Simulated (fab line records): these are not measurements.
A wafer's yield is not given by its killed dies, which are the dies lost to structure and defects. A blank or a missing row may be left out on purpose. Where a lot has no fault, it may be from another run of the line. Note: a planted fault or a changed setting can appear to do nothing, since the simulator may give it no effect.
Which tool was responsible? || flow rit-cmos || Sampling: 7 lots, 21 wafers, 2 of 202 route steps

WHAT THE GAUGES READ, wafer by wafer
RIT_M1_RS_MEAS_01: uses a four-point probe to measure.
{"lot": "L474", "measured": "day 3 16:08", "on": "film-metro-02", "M1_AL_RS (ohm/sq)": "0.0737 0.0729 0.0735"}
{"lot": "L476", "measured": "day 4 02:02", "on": "film-metro-03", "M1_AL_RS (ohm/sq)": "0.0748 0.0735 0.0744"}
{"lot": "L479", "measured": "day 4 16:49", "on": "film-metro-03", "M1_AL_RS (ohm/sq)": "0.0731 0.0741 0.0746"}
{"lot": "L481", "measured": "day 5 02:16", "on": "film-metro-04", "M1_AL_RS (ohm/sq)": "0.0744 0.0733 0.0740"}
{"lot": "L484", "measured": "day 5 22:07", "on": "film-metro-02", "M1_AL_RS (ohm/sq)": "0.0748 0.0736 0.0743"}
{"lot": "L493", "measured": "day 7 13:57", "on": "film-metro-04", "M1_AL_RS (ohm/sq)": "0.0721 0.0730 0.0735"}
{"lot": "L495", "measured": "day 8 01:01", "on": "film-metro-02", "M1_AL_RS (ohm/sq)": "0.0732 0.0728 0.0734"}

TOOL THAT RAN EACH LOT (tool first, then ch and the chambers of the sampled wafers, then the start)
{"lot": "L474", "RIT_M1_SPUTTER_00": "pvd-sputter-04, day 3 15:51"}
{"lot": "L476", "RIT_M1_SPUTTER_00": "pvd-sputter-04, day 4 01:44"}
{"lot": "L479", "RIT_M1_SPUTTER_00": "pvd-sputter-03, day 4 16:32"}
{"lot": "L481", "RIT_M1_SPUTTER_00": "pvd-sputter-04, day 5 01:58"}
{"lot": "L484", "RIT_M1_SPUTTER_00": "pvd-sputter-04, day 5 21:49"}
{"lot": "L493", "RIT_M1_SPUTTER_00": "pvd-sputter-04, day 7 13:37"}
{"lot": "L495", "RIT_M1_SPUTTER_00": "pvd-sputter-04, day 8 00:43"}
- RIT_M1_SPUTTER_00: material Al, target thk 400 nm, time 500 s.

THE ANSWER, worked out from the rows above alone
Rule: the usual values come from the lots themselves. The widest of any qualifying gaps counts: lots, ordered by their means at a reading, are off when they make up no more than a third of the lots, leave a main group of 4 or more, and stand apart from it by 3 or more times the standard deviation of that group's means. If all means in a main group match to the digits the tables above print for the reading, that group is not used. Also off: a lot with no number at a reading for which 4 or more lots have one. Where the step has rows for the other lots, those lots are counted as sound.
None of the lots is off at any reading shown; this tells nothing.

WHAT THE SIMULATOR HAD INSERTED
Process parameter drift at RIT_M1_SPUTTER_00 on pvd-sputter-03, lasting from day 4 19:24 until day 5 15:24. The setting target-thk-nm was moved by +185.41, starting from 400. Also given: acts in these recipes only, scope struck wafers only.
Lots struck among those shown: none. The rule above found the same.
